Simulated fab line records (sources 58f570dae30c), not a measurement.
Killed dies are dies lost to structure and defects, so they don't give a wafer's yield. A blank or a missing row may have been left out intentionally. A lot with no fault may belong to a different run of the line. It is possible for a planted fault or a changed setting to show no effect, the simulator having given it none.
Which tool did it? || flow berkeley_cmos170 || 15 lots with 45 wafers sampled at 2 steps, on a route of 331 steps

== WHAT THE GAUGES SHOWED, per wafer ==
UCB170_GATE_THK_MEAS_05.
{"lot": "L927", "measured": "day 6 06:51", "on": "film_metro-03", "GATE_POLY_THK (nm)": "212.2 212.4 212.9"}
{"lot": "L928", "measured": "day 6 14:25", "on": "film_metro-04", "GATE_POLY_THK (nm)": "217.2 215.8 214.5"}
{"lot": "L929", "measured": "day 6 14:24", "on": "film_metro-02", "GATE_POLY_THK (nm)": "214.1 214.5 213.8"}
{"lot": "L930", "measured": "day 7 03:43", "on": "film_metro-04", "GATE_POLY_THK (nm)": "216.1 215.5 215.4"}
{"lot": "L931", "measured": "day 7 03:41", "on": "film_metro-03", "GATE_POLY_THK (nm)": "215.3 214.9 218.1"}
{"lot": "L933", "measured": "day 7 17:14", "on": "film_metro-04", "GATE_POLY_THK (nm)": "212.4 213.0 215.4"}
{"lot": "L934", "measured": "day 7 17:13", "on": "film_metro-03", "GATE_POLY_THK (nm)": "214.8 214.1 217.0"}
{"lot": "L935", "measured": "day 8 03:50", "on": "film_metro-03", "GATE_POLY_THK (nm)": "212.5 213.6 215.3"}
{"lot": "L936", "measured": "day 8 03:49", "on": "film_metro-04", "GATE_POLY_THK (nm)": "215.1 216.3 214.9"}
{"lot": "L941", "measured": "day 9 10:22", "on": "film_metro-03", "GATE_POLY_THK (nm)": "360.0 360.7 359.5"}
{"lot": "L942", "measured": "day 9 10:20", "on": "film_metro-04", "GATE_POLY_THK (nm)": "359.1 357.7 358.5"}
{"lot": "L943", "measured": "day 9 10:25", "on": "film_metro-02", "GATE_POLY_THK (nm)": "357.7 360.1 359.0"}
{"lot": "L946", "measured": "day 10 12:06", "on": "film_metro-04", "GATE_POLY_THK (nm)": "212.0 210.8 212.3"}
{"lot": "L947", "measured": "day 10 12:02", "on": "film_metro-04", "GATE_POLY_THK (nm)": "210.4 208.7 208.5"}
{"lot": "L948", "measured": "day 10 12:09", "on": "film_metro-04", "GATE_POLY_THK (nm)": "215.6 214.8 216.1"}

== TOOL THAT RAN EACH LOT (tool first, then ch and the chambers of the sampled wafers, then the start) ==
{"lot": "L927", "UCB170_GATE_CVD_04": "lpcvd-01 ch 1, day 6 05:26"}
{"lot": "L928", "UCB170_GATE_CVD_04": "lpcvd-02 ch 1, day 6 13:00"}
{"lot": "L929", "UCB170_GATE_CVD_04": "lpcvd-02 ch 0, day 6 13:00"}
{"lot": "L930", "UCB170_GATE_CVD_04": "lpcvd-02 ch 0, day 7 02:16"}
{"lot": "L931", "UCB170_GATE_CVD_04": "lpcvd-02 ch 0, day 7 02:16"}
{"lot": "L933", "UCB170_GATE_CVD_04": "lpcvd-01 ch 0, day 7 15:49"}
{"lot": "L934", "UCB170_GATE_CVD_04": "lpcvd-01 ch 0, day 7 15:49"}
{"lot": "L935", "UCB170_GATE_CVD_04": "lpcvd-01 ch 0, day 8 02:25"}
{"lot": "L936", "UCB170_GATE_CVD_04": "lpcvd-01 ch 1, day 8 02:25"}
{"lot": "L941", "UCB170_GATE_CVD_04": "lpcvd-02 ch 0, day 9 08:56"}
{"lot": "L942", "UCB170_GATE_CVD_04": "lpcvd-02 ch 0, day 9 08:56"}
{"lot": "L943", "UCB170_GATE_CVD_04": "lpcvd-02 ch 0, day 9 08:56"}
{"lot": "L946", "UCB170_GATE_CVD_04": "lpcvd-01 ch 1, day 10 10:37"}
{"lot": "L947", "UCB170_GATE_CVD_04": "lpcvd-01 ch 0, day 10 10:37"}
{"lot": "L948", "UCB170_GATE_CVD_04": "lpcvd-01 ch 0, day 10 10:37"}
- UCB170_GATE_CVD_04: deposits poly-Si from SiH4, time 1440 s, target thk 214 nm.

== WHAT THE TOOLS THEMSELVES READ (means of the sampled wafers that have a number; where no wafer has one, the mark that the record gives instead) ==
UCB170_GATE_CVD_04.
{"lot": "L927", "tool": "lpcvd-01", "pressure_mtorr (mTorr)": 374.6, "spike_tc_source_C (C)": 632.8}
{"lot": "L928", "tool": "lpcvd-02", "pressure_mtorr (mTorr)": 375.4, "spike_tc_source_C (C)": 631.7}
{"lot": "L929", "tool": "lpcvd-02", "pressure_mtorr (mTorr)": 375.3, "spike_tc_source_C (C)": 628.1}
{"lot": "L930", "tool": "lpcvd-02", "pressure_mtorr (mTorr)": 375.3, "spike_tc_source_C (C)": 627.9}
{"lot": "L931", "tool": "lpcvd-02", "pressure_mtorr (mTorr)": 374.6, "spike_tc_source_C (C)": 628.8}
{"lot": "L933", "tool": "lpcvd-01", "pressure_mtorr (mTorr)": 376.1, "spike_tc_source_C (C)": 629.5}
{"lot": "L934", "tool": "lpcvd-01", "pressure_mtorr (mTorr)": 374.5, "spike_tc_source_C (C)": 630.0}
{"lot": "L935", "tool": "lpcvd-01", "pressure_mtorr (mTorr)": 374.9, "spike_tc_source_C (C)": 629.6}
{"lot": "L936", "tool": "lpcvd-01", "pressure_mtorr (mTorr)": 375.0, "spike_tc_source_C (C)": 631.7}
{"lot": "L941", "tool": "lpcvd-02", "pressure_mtorr (mTorr)": 375.4, "spike_tc_source_C (C)": 628.3}
{"lot": "L942", "tool": "lpcvd-02", "pressure_mtorr (mTorr)": 374.7, "spike_tc_source_C (C)": 630.0}
{"lot": "L943", "tool": "lpcvd-02", "pressure_mtorr (mTorr)": 374.3, "spike_tc_source_C (C)": 628.7}
{"lot": "L946", "tool": "lpcvd-01", "pressure_mtorr (mTorr)": 375.0, "spike_tc_source_C (C)": 633.2}
{"lot": "L947", "tool": "lpcvd-01", "pressure_mtorr (mTorr)": 375.7, "spike_tc_source_C (C)": 629.5}
{"lot": "L948", "tool": "lpcvd-01", "pressure_mtorr (mTorr)": 375.7, "spike_tc_source_C (C)": 630.5}

== THE ANSWER, worked out from the rows above alone ==
Rule: the lots themselves supply what counts as usual. Put in order of their means at a reading, lots are off if they are a third of the lots or fewer, leave a main group of 4 or more, and stand apart from it by a gap of 3 or more times the standard deviation of the main group's means; of several such gaps the widest counts. The tables above print the reading to a certain number of digits; a main group whose means all agree to those digits is not used. Also off: a lot with no number at a reading for which 4 or more lots have one. Any other lot the step has rows for is counted as sound. The gauges are gone through in route order, then the tools' own readings, and for those a lot's mean is taken as printed above. The first step at which some lot is off is used, and at that step the reading that is off furthest; a lot without a number counts as furthest.
Off: L941, L942, L943, at UCB170_GATE_THK_MEAS_05 (GATE_POLY_THK). Main group: mean 214.1 nm, sd 2.
If a tool, at a process step before that reading, ran all the lots that are off and no sound lot after the first of them, it fits. Gauges at UCB170_GATE_THK_MEAS_05: tried the same way as those tools. One candidate fits, namely lpcvd-02 at UCB170_GATE_CVD_04. A fault onset in the window from L930 (day 7 02:16, its last sound lot) to L941 (day 9 08:56, its first lot off) fits.

== WHAT WAS PUT IN BY THE SIMULATOR ==
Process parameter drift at UCB170_GATE_CVD_04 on lpcvd-02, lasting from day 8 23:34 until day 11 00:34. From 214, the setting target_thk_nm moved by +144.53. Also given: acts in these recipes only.
Struck lots among those shown: L942, L941, L943. The same result came from the rule above.
